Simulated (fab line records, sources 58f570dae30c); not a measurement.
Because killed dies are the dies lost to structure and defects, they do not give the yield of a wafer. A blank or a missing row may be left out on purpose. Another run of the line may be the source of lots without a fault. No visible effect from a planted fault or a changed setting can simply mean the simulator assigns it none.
A struck lot beside a sound one    flow berkeley_cmos170    17 steps out of a route of 331
Sound: the wafers L625.3, L625.4, L625.6. Struck: wafers L619.1, L619.5, L619.6. The cause is given at the end.
At each step with rows: each side's tool, then ch and its chambers, then its first start. Under that, the readings that differ: sound wafers    struck wafers    difference of the means    sigmas: that difference in standard deviations of wafers without a fault.
alike: readings whose means differ by less than 2 such deviations, and words and numbers that are the same on both sides. not compared: withheld readings, readings that some wafer has no value for, bounds like >300 that may hide the same value, and numbers for which the record gives no deviation and whose values overlap.
The two part at a step that has a row with sigmas, a row that says differs or no value, or rows on one side only. When numbers do not overlap yet have no deviation, they are printed without sigmas and do not part them. A reading missing from all wafers of one side parts the sides only when that side holds two or more wafers.

first, 1 step without rows for these wafers: UCB170_CONTACT_SOFTBAKE_05 (time 60 s).
UCB170_CONTACT_STRIP_06: strips in O2.
  sound on plasma_asher-01 ch 0,1, day 9 12:28; struck on plasma_asher-01 ch 0,1, day 8 03:35
  alike: drypump_motor_current_A, oes_product_au, strip_time_to_endpoint_s
  not compared: rf_hours_counter_h
then, 1 step without rows for these wafers: UCB170_CONTACT_CLEAN_07 (cleans in SPM, time 600 s).
UCB170_CONTACT_RTA_08: time 10 s.
  sound on rtp_anneal-02 ch 0, day 9 12:46; struck on rtp_anneal-01 ch 0, day 8 05:39
reading             sound           struck          difference  sigmas
lamp_power_pct (%)  27.9 27.9 27.9  24.8 24.8 24.8  -3.1        -2
  alike: wafer_temp_C_max
then, 6 steps without rows for these wafers: UCB170_CONTACT_COAT_09; UCB170_CONTACT_COAT_10 (resist thk 900 nm); UCB170_CONTACT_SOFTBAKE_11 (time 60 s); UCB170_CONTACT_EXPOSE_12 (exposes mask CONT, target cd 700 nm); UCB170_CONTACT_PEB_13; UCB170_CONTACT_DEVELOP_14 (develop time 45 s).
UCB170_CONTACT_CD_MEAS_15: the cd target is 700 nm.
  sound on cd_sem-01, day 9 13:49; struck on cd_sem-02, day 8 08:16
  alike: cd_nm
UCB170_CONTACT_OVL_MEAS_16:
  sound on overlay-02, day 9 13:55; struck on overlay-01, day 8 08:23
  alike: CONTACT_OVL
UCB170_CONTACT_ETCH_17: etches BARC in N2/H2.
  sound on rie_diel-04 ch 2,3, day 9 13:56; struck on rie_diel-02 ch 0,1,2, day 8 08:26
  no value came back on the struck wafers for any of 5 readings (bias_w (W), chamber_pressure_mTorr (mTorr) and others); on the sound wafers bias_w (W) reads 99.9 100.0 100.0
UCB170_CONTACT_ETCH_18: etches PSG in CHF3/CF4/Ar, stops on TiSi2, target depth 840 nm, time 195 s.
  sound on rie_diel-04 ch 2,3; struck on rie_diel-02 ch 0,1,2
reading                sound              struck             difference  sigmas
oes_product_au (a.u.)  0.891 0.911 0.909  0.379 0.382 0.384  -0.522      -37
  alike: CHF3_flow_sccm, cf4_flow_sccm, drypump_motor_current_A, mfc_ar_sccm, throttle_valve_pct
  not compared: rf_hours_counter_h
UCB170_CONTACT_STRIP_19: strips in O2.
  sound on plasma_asher-03 ch 0,1, day 9 14:08; struck on plasma_asher-02 ch 0,1, day 8 08:36
  alike: drypump_motor_current_A, oes_product_au
  not compared: rf_hours_counter_h
UCB170_CONTACT_CD_MEAS_90: the cd target is 700 nm.
  sound on cd_sem-01, day 9 14:14; struck on cd_sem-01, day 8 08:43
reading     sound              struck  difference                     sigmas
cd_nm (nm)  700.8 700.8 699.7  - - -   no value on the struck wafers  
then, 1 step without rows for these wafers: UCB170_CONTACT_CLEAN_20 (cleans in SPM, time 600 s).

## WHERE THEY PART
At UCB170_CONTACT_RTA_08 first; at UCB170_CONTACT_CD_MEAS_90 last (within this record only).

WHY: the cause the simulator had injected
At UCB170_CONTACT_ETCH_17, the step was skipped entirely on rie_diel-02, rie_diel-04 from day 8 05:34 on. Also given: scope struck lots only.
